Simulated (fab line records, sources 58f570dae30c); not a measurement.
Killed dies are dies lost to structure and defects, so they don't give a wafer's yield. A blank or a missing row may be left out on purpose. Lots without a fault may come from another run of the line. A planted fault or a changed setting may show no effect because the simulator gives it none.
One fault seen from 2 desks | flow berkeley_cmos170 | each desk has only its own numbers; what lay behind them comes last

THE METROLOGY DESK
What the gauges read, lot by lot, whatever tool the lot ran on: means of the sampled wafers that have a number. A lot is out of limits, marked OUT, if its mean lies more than 4 standard deviations from the usual mean; the brackets give that distance.
Columns: A = cd_nm at UCB170_CONTACT_CD_MEAS_15, usual 700.0 nm
lot  | first seen here | A
L506 | day 7 14:04     | 700.7
L507 | day 8 01:24     | 701.6
L511 | day 8 19:15     | 700.3
L512 | day 8 20:43     | 697.6
L510 | day 8 21:07     | 701.3
L516 | day 9 04:48     | 699.8
L514 | day 9 05:07     | 702.2
L515 | day 9 06:36     | 698.6
L513 | day 9 06:52     | 702.6
L521 | day 10 09:32    | 699.9
L522 | day 10 09:49    | 699.0
L517 | day 10 12:41    | 699.1
L525 | day 11 10:47    | 698.6
This desk's finding: nothing out of limits on any of the 13 lots.

THE TOOL OWNER'S DESK: wet_bench-02
The tool's own readings at UCB170_ACTIVE_CLEAN_17 (cleans in SPM, time 600 s): means of the sampled wafers that have a number, for each lot that ran on this tool. A lot is out of limits, marked OUT, if its mean lies more than 4 standard deviations from the usual mean; the brackets give that distance.
Columns: A = bath_guard_temp_C at UCB170_ACTIVE_CLEAN_17, usual 120.2 C
lot  | first seen here | A
L510 | day 6 04:23     | 120.1
L511 | day 6 04:23     | 120.1
L512 | day 6 04:23     | 119.9
L515 | day 6 10:15     | 120.0
L513 | day 6 10:38     | 120.0
L514 | day 6 10:38     | 120.0
L516 | day 6 10:38     | 119.8
L521 | day 7 05:40     | 119.9
L522 | day 7 10:19     | 119.9
L525 | day 8 05:35     | 120.0
This desk's finding: nothing out of limits on any of the 10 lots.

PUT TOGETHER
The metrology desk saw nothing out of limits.
The tool owner's desk saw nothing out of limits.

WHAT THE SIMULATOR HAD PUT IN
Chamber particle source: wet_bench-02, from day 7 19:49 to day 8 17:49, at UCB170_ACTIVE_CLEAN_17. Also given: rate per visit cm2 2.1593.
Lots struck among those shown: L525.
